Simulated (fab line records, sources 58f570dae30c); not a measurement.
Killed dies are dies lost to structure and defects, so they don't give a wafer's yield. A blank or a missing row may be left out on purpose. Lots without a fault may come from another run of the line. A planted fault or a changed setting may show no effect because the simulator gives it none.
Problem report in the 8D (eight disciplines) form, filled by code | flow berkeley_cmos170 | the parts of the form that need people (team, actions taken, sign-off) are left out

1. THE PROBLEM
oes_product_au at UCB170_M3_STRIP_19 reads a mean of 0.715 a.u. on 4 wafers of 2 lots; wafers without a fault read 0.534 a.u. with a standard deviation of 0.022. That is +8.2 standard deviations from the usual mean.
The step: strips in O2.
First seen on wafer L633.4, day 11 06:43, on plasma_asher-01. The record holds 42 wafers of 14 lots with a number at this step. Rule for "out", or "out of limits": more than 4 standard deviations from the usual mean. The other wafers with a number count as sound.

2. WHAT IT IS AND WHAT IT IS NOT
question                    | is                               | is not
which readings at this step | oes_product_au                   | drypump_motor_current_A
which lots                  | L633, L637                       | L621, L623, L625, L627, L628, L629, L630, L631, L639, L640, L641, L642
which wafers of those lots  | L633.4, L633.5, L633.6, L637.3   | L637.2, L637.4
read on which tools         | plasma_asher-01, plasma_asher-04 | plasma_asher-03
when                        | from day 11 06:43                | up to then (24 sound wafers); but 14 sound wafers of L637, L639, L640, L641, L642 came after

3. SUSPECTS, AND WHAT RULES EACH OUT
Counting: a tool at a process step up to the reading stays a suspect if it ran every lot that is out. Sound lots after the first of them don't rule it out here, since some wafers of a struck lot are sound.
- plasma_asher-03 at UCB170_M2_STRIP_19 (strips in O2): kept. It ran every lot that is out, first L633 (day 11 00:35).
- rie_metal-01 at UCB170_M3_METAL_ETCH_18 (etches Al in Cl2/BCl3, stops on SiO2, target depth 1170 nm, time 195 s): kept. It ran every lot that is out, first L633 (day 11 06:29); its last sound lot up to then is L628 (day 10 05:07).
- Within rie_metal-01 at UCB170_M3_METAL_ETCH_18: the wafers that are out ran in chamber 1; their sound lot-mates ran in chamber 0.
Left after counting: plasma_asher-03 at UCB170_M2_STRIP_19, rie_metal-01 at UCB170_M3_METAL_ETCH_18.

4. THE CAUSE (what the simulator had put in)
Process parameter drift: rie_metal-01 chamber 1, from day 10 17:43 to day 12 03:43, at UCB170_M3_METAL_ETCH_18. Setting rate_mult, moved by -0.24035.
Counting left 2 suspects, and this tool is among them.

5. THE CHAIN OF EFFECTS, in route order
Each row: a reading whose mean over the struck wafers that have a number lies more than 3 standard deviations from the usual. Only readings for which the record gives a usual standard deviation are gone through. hours: the time from each lot's start at the first step in this table that gives one to its start at this step, as a median over the lots. sigmas: the change in usual standard deviations.
hours | step               | reading        | usual      | on struck wafers | change | sigmas
0     | UCB170_M3_STRIP_19 | oes_product_au | 0.534 a.u. | 0.715            | +0.181 | +8.2
The process steps in it:
- UCB170_M3_STRIP_19: strips in O2.

6. WHAT WOULD HAVE CAUGHT IT SOONER
In this record the first reading out of limits was taken at day 11 06:43, 13 hours after the fault began at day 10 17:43.
Of the tool readings at UCB170_M3_METAL_ETCH_18 for which the record gives a usual standard deviation, none was out on any struck wafer, so an alarm limit of 4 standard deviations on them would not have fired.
Of the lots that are out (2), L637 began UCB170_M3_METAL_ETCH_18 on rie_metal-01 after day 11 06:43. A hold on the tool at that time would have spared it.
